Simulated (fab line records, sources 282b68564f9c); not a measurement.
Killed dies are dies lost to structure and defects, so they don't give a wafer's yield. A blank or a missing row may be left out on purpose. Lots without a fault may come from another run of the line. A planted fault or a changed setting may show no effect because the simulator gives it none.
Which tool did it? | flow rit_cmos | 7 lots, 21 wafers sampled, at 2 steps of a route of 202

WHAT THE GAUGES READ, wafer by wafer
RIT_SDANNEAL_RS_MEAS_05: measures by four-point-probe.
lot  | measured    | on            | NSD_RS (ohm/sq)
L885 | day 3 18:45 | film_metro-01 | 85.15 84.91 85.38
L886 | day 4 01:34 | film_metro-04 | 84.84 84.93 84.68
L888 | day 4 11:20 | film_metro-01 | 84.79 84.49 84.66
L892 | day 5 10:41 | film_metro-04 | 84.77 84.50 84.80
L896 | day 6 00:04 | film_metro-04 | - - -
L901 | day 7 01:56 | film_metro-04 | 84.34 84.42 84.29
L904 | day 7 15:51 | film_metro-01 | 84.81 84.55 84.93

WHICH TOOL RAN EACH LOT (tool, then ch and the chambers of the sampled wafers, then the start)
lot  | RIT_NSD_IMPLANT_08
L885 | implanter-02 ch 0, day 3 16:17
L886 | implanter-01 ch 0, day 3 22:41
L888 | implanter-01 ch 0, day 4 08:59
L892 | implanter-02 ch 0, day 5 08:01
L896 | implanter-01 ch 0, day 5 21:28
L901 | implanter-04 ch 0, day 6 23:25
L904 | implanter-04 ch 0, day 7 13:05
- RIT_NSD_IMPLANT_08

THE ANSWER, worked out from the rows above alone
Rule: what is usual is taken from the lots themselves. Put in order of their means at a reading, lots are off if they are a third of the lots or fewer, leave a main group of 4 or more, and stand apart from it by a gap of 3 or more times the standard deviation of the main group's means; of several such gaps the widest counts. A main group whose means are all the same, to the digits that the tables above print for the reading, isn't used. A lot without any number at a reading at which 4 lots or more have one is off too. The other lots that the step has rows for count as sound.
Off: L896, at RIT_SDANNEAL_RS_MEAS_05 (NSD_RS). Without a number there: L896. The main group: mean 84.74 ohm/sq, standard deviation 0.24.
A tool fits if, at a process step before that reading, it ran every lot that is off, and no sound lot after the first of them. The gauges at RIT_SDANNEAL_RS_MEAS_05 are tried like those tools. One fits: implanter-01 at RIT_NSD_IMPLANT_08. Its last sound lot is L888 (day 4 08:59), its first lot that is off L896 (day 5 21:28): a fault that began between those two fits.

WHAT THE SIMULATOR HAD PUT IN
Process parameter drift: implanter-01, from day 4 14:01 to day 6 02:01, at RIT_NSD_IMPLANT_08. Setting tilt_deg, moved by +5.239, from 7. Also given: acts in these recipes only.
Lots struck among those shown: L896. The rule above found the same.
